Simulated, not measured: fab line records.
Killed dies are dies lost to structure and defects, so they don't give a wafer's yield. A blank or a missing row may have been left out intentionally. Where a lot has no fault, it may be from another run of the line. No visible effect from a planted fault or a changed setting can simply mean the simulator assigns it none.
Which tool did it? | flow berkeleyCmos170 | 48 wafers from 16 lots sampled at 4 of the route's 331 steps

## WHAT THE GAUGES SHOWED, per wafer
UCB170_NLDD_CD_MEAS_06: the cd target is 1200 nm.
lot  | measured     | on       | cdNm (nm)
L775 | day 6 12:02  | cdSem-01 | 1198.1 1199.3 1199.4
L778 | day 7 04:26  | cdSem-02 | 1199.9 1197.2 1201.4
L779 | day 7 11:48  | cdSem-02 | 1198.1 1199.1 1198.0
L783 | day 7 15:14  | cdSem-01 | 1199.3 1197.3 1201.4
L782 | day 7 15:23  | cdSem-01 | 1200.6 1201.0 1201.9
L785 | day 8 15:37  | cdSem-01 | 1200.4 1199.2 1199.4
L784 | day 8 16:10  | cdSem-02 | 1199.6 1199.0 1198.8
L786 | day 8 16:26  | cdSem-02 | 1197.2 1200.3 1197.9
L789 | day 8 21:20  | cdSem-01 | 1201.7 1201.4 1202.2
L788 | day 8 21:53  | cdSem-01 | 1199.5 1199.6 1199.7
L790 | day 9 16:48  | cdSem-01 | 1199.5 1199.2 1200.4
L792 | day 9 16:59  | cdSem-02 | 1198.0 1197.7 1198.7
L791 | day 9 17:02  | cdSem-01 | 1203.0 1203.5 1203.2
L793 | day 10 03:25 | cdSem-01 | 1201.1 1200.4 1200.8
L798 | day 11 04:56 | cdSem-02 | 1198.1 1199.2 1200.0
L797 | day 11 19:26 | cdSem-02 | 1201.8 1201.8 1201.6

UCB170_NLDD_OVL_MEAS_07.
lot  | measured     | on         | NLDD_OVL (nm)
L775 | day 6 12:10  | overlay-02 | 12 10 -2
L778 | day 7 04:33  | overlay-01 | -5 -11 -7
L779 | day 7 11:55  | overlay-02 | 1 -6 -6
L783 | day 7 15:19  | overlay-02 | 4 7 4
L782 | day 7 15:31  | overlay-02 | -5 -7 -6
L785 | day 8 15:44  | overlay-01 | -7 0 -4
L784 | day 8 16:17  | overlay-01 | -3 -6 -7
L786 | day 8 16:34  | overlay-02 | 2 -6 4
L789 | day 8 21:28  | overlay-01 | 9 6 5
L788 | day 8 22:01  | overlay-01 | -3 -8 -2
L790 | day 9 16:53  | overlay-01 | 317 313 323
L792 | day 9 17:04  | overlay-02 | 327 316 318
L791 | day 9 17:10  | overlay-01 | 313 328 312
L793 | day 10 03:32 | overlay-01 | 320 319 323
L798 | day 11 05:02 | overlay-02 | -5 -7 -9
L797 | day 11 19:33 | overlay-01 | -2 -9 -6

UCB170_SPACER_THK_MEAS_01.
lot  | measured     | on           | SPACER_TEOS_THK (nm)
L775 | day 6 12:53  | filmMetro-04 | 371 368 374
L778 | day 7 05:22  | filmMetro-03 | 373 372 378
L779 | day 7 14:34  | filmMetro-04 | 371 385 376
L783 | day 7 16:02  | filmMetro-04 | 371 377 380
L782 | day 7 16:17  | filmMetro-03 | 375 369 379
L785 | day 8 16:26  | filmMetro-02 | 366 371 374
L784 | day 8 17:00  | filmMetro-04 | 378 380 387
L786 | day 8 17:17  | filmMetro-02 | 371 370 378
L789 | day 8 22:11  | filmMetro-02 | 367 368 373
L788 | day 8 22:55  | filmMetro-04 | 369 382 379
L790 | day 9 17:46  | filmMetro-03 | 373 383 382
L792 | day 9 17:57  | filmMetro-02 | 365 385 373
L791 | day 9 17:56  | filmMetro-03 | 375 385 383
L793 | day 10 04:19 | filmMetro-03 | 368 371 371
L798 | day 11 05:46 | filmMetro-03 | 381 376 385
L797 | day 11 23:05 | filmMetro-04 | 377 373 379

## TOOL THAT RAN EACH LOT (tool first, then ch and the chambers of the sampled wafers, then the start)
lot  | UCB170_NLDD_EXPOSE_03
L775 | krfScanner-01 ch 0, day 6 11:04
L778 | krfScanner-02 ch 0, day 7 03:58
L779 | krfScanner-02 ch 0, day 7 11:07
L783 | krfScanner-01 ch 0, day 7 14:13
L782 | krfScanner-02 ch 0, day 7 14:26
L785 | krfScanner-02 ch 0, day 8 14:11
L784 | krfScanner-02 ch 0, day 8 14:53
L786 | krfScanner-02 ch 0, day 8 15:20
L789 | krfScanner-01 ch 0, day 8 20:44
L788 | krfScanner-02 ch 0, day 8 21:19
L790 | krfScanner-01 ch 0, day 9 16:23
L792 | krfScanner-01 ch 0, day 9 16:29
L791 | krfScanner-01 ch 0, day 9 16:34
L793 | krfScanner-01 ch 0, day 10 03:02
L798 | krfScanner-02 ch 0, day 11 04:20
L797 | krfScanner-02 ch 0, day 11 19:02
- UCB170_NLDD_EXPOSE_03: exposes mask NSELECT, target cd 1200 nm.

## AS READ BY THE TOOLS THEMSELVES (means over the sampled wafers that have a number; for cases with no such wafer, the mark the record gives instead)
UCB170_NLDD_EXPOSE_03.
lot  | tool          | exposureDoseMJCm2
L775 | krfScanner-01 | 29.981
L778 | krfScanner-02 | 29.992
L779 | krfScanner-02 | 30.030
L783 | krfScanner-01 | 29.957
L782 | krfScanner-02 | 29.980
L785 | krfScanner-02 | 29.973
L784 | krfScanner-02 | 29.958
L786 | krfScanner-02 | 29.957
L789 | krfScanner-01 | 29.946
L788 | krfScanner-02 | 29.984
L790 | krfScanner-01 | 29.969
L792 | krfScanner-01 | 30.027
L791 | krfScanner-01 | 29.950
L793 | krfScanner-01 | 29.967
L798 | krfScanner-02 | 29.992
L797 | krfScanner-02 | 29.952

## THE ANSWER, worked out from the rows above alone
Rule: the lots themselves supply what counts as usual. The widest of any qualifying gaps counts: lots, ordered by their means at a reading, are off when they make up no more than a third of the lots, leave a main group of 4 or more, and stand apart from it by 3 or more times the standard deviation of that group's means. The tables above print the reading to a certain number of digits; a main group whose means all agree to those digits is not used. Also off: a lot with no number at a reading for which 4 or more lots have one. Any other lot the step has rows for is counted as sound. After the gauges, taken in route order, come the tools' own readings; for these a lot's mean is taken, as printed above. The first step at which some lot is off is used, and at that step the reading that is off furthest; a lot without a number counts as furthest.
Off: at UCB170_NLDD_OVL_MEAS_07 (NLDD_OVL), L790, L792, L791, L793. The main group has a mean of -2 nm with a standard deviation of 5.1.
If a tool, at a process step before that reading, ran all the lots that are off and no sound lot after the first of them, it fits. Those tools and the gauges at UCB170_NLDD_OVL_MEAS_07 are tried in the same way. One candidate fits, namely krfScanner-01 at UCB170_NLDD_EXPOSE_03. A fault onset in the window from L789 (day 8 20:44, its last sound lot) to L790 (day 9 16:23, its first lot off) fits.

## WHAT THE SIMULATOR HAD PUT IN
Scanner matching overlay: krfScanner-01, from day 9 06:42 on, at UCB170_NLDD_EXPOSE_03. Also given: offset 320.
Shown lots that were struck: L790, L792, L791, L793. The rule given above showed the same thing.
